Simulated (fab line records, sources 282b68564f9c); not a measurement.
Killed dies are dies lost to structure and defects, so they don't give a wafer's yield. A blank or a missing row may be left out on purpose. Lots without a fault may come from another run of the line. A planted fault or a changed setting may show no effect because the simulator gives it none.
Which tool did it? | flow rit_cmos | 14 lots, 42 wafers sampled, at 2 steps of a route of 202

WHAT THE GAUGES READ, wafer by wafer
RIT_GATE_THK_MEAS_09. Usual: GATE_POLY_THK 251.3 nm, standard deviation 2.3.
lot  | measured    | on            | GATE_POLY_THK (nm) | flag
L620 | day 2 12:20 | film_metro-03 | 252.2 253.3 252.2  |
L621 | day 2 15:52 | film_metro-02 | 251.3 250.7 249.5  |
L624 | day 3 08:20 | film_metro-04 | 246.6 248.6 248.4  |
L625 | day 3 12:26 | film_metro-04 | 252.9 251.4 253.5  |
L628 | day 4 04:29 | film_metro-04 | 124.9 124.0 124.4  | OFF
L630 | day 4 14:49 | film_metro-02 | 116.6 120.6 117.7  | OFF
L633 | day 5 15:22 | film_metro-04 | 251.9 252.8 250.1  |
L634 | day 5 15:21 | film_metro-03 | 250.1 249.7 248.9  |
L635 | day 5 21:02 | film_metro-04 | 248.7 249.2 250.4  |
L638 | day 6 13:17 | film_metro-04 | 251.8 249.8 250.2  |
L639 | day 6 18:43 | film_metro-04 | 253.7 255.0 254.5  |
L640 | day 6 19:35 | film_metro-03 | 252.2 253.0 252.5  |
L641 | day 7 02:56 | film_metro-02 | 249.4 247.9 248.6  |
L643 | day 7 07:55 | film_metro-03 | 252.9 251.7 253.5  |

WHICH TOOL RAN EACH LOT (tool, then ch and the chambers of the sampled wafers, then the start)
lot  | RIT_GATE_CVD_08
L620 | lpcvd-02 ch 0, day 2 10:41
L621 | lpcvd-01 ch 1, day 2 14:15
L624 | lpcvd-02 ch 1, day 3 06:43
L625 | lpcvd-02 ch 1, day 3 10:49
L628 | lpcvd-02 ch 0, day 4 02:50
L630 | lpcvd-02 ch 0, day 4 13:10
L633 | lpcvd-01 ch 1, day 5 13:44
L634 | lpcvd-01 ch 0, day 5 13:44
L635 | lpcvd-01 ch 1, day 5 19:25
L638 | lpcvd-01 ch 1, day 6 11:41
L639 | lpcvd-01 ch 0, day 6 17:05
L640 | lpcvd-02 ch 0, day 6 17:59
L641 | lpcvd-02 ch 1, day 7 01:19
L643 | lpcvd-01 ch 0, day 7 06:17
- RIT_GATE_CVD_08: deposits poly-Si from SiH4, target thk 250 nm, time 2220 s.

WHAT THE TOOLS THEMSELVES READ (means of the sampled wafers that have a number; where no wafer has one, the mark that the record gives instead)
RIT_GATE_CVD_08. Usual: susceptor_temp_C 610.0 C, standard deviation 0.3; zone_power_load_pct 11.3 %, standard deviation 0.81.
lot  | tool     | susceptor_temp_C (C) | zone_power_load_pct (%) | flag
L620 | lpcvd-02 | 610.3                | 12.6                    |
L621 | lpcvd-01 | 610.0                | 10.8                    |
L624 | lpcvd-02 | 610.1                | 10.8                    |
L625 | lpcvd-02 | 610.2                | 11.0                    |
L628 | lpcvd-02 | 609.9                | 12.6                    |
L630 | lpcvd-02 | 609.9                | 12.5                    |
L633 | lpcvd-01 | 610.2                | 10.7                    |
L634 | lpcvd-01 | 610.2                | 10.7                    |
L635 | lpcvd-01 | 609.8                | 10.8                    |
L638 | lpcvd-01 | 610.1                | 10.9                    |
L639 | lpcvd-01 | 610.0                | 10.6                    |
L640 | lpcvd-02 | 609.5                | 12.4                    |
L641 | lpcvd-02 | 609.8                | 10.9                    |
L643 | lpcvd-01 | 609.9                | 10.7                    |

THE ANSWER, worked out from the rows above alone
Rule: a lot is off if the mean of its wafers that have a number lies more than 3 standard deviations from the usual mean. A lot without any number at a reading at which 4 lots or more have one is off too. The other lots that the step has rows for count as sound. The gauges are gone through in route order, then the tools' own readings, and for those a lot's mean is taken as printed above. The first step at which some lot is off is used, and at that step the reading that is off furthest; a lot without a number counts as furthest.
Off: L628, L630, at RIT_GATE_THK_MEAS_09 (GATE_POLY_THK).
A tool fits if, at a process step before that reading, it ran every lot that is off, and no sound lot after the first of them. The gauges at RIT_GATE_THK_MEAS_09 are tried like those tools. None of those tried fits.

WHAT THE SIMULATOR HAD PUT IN
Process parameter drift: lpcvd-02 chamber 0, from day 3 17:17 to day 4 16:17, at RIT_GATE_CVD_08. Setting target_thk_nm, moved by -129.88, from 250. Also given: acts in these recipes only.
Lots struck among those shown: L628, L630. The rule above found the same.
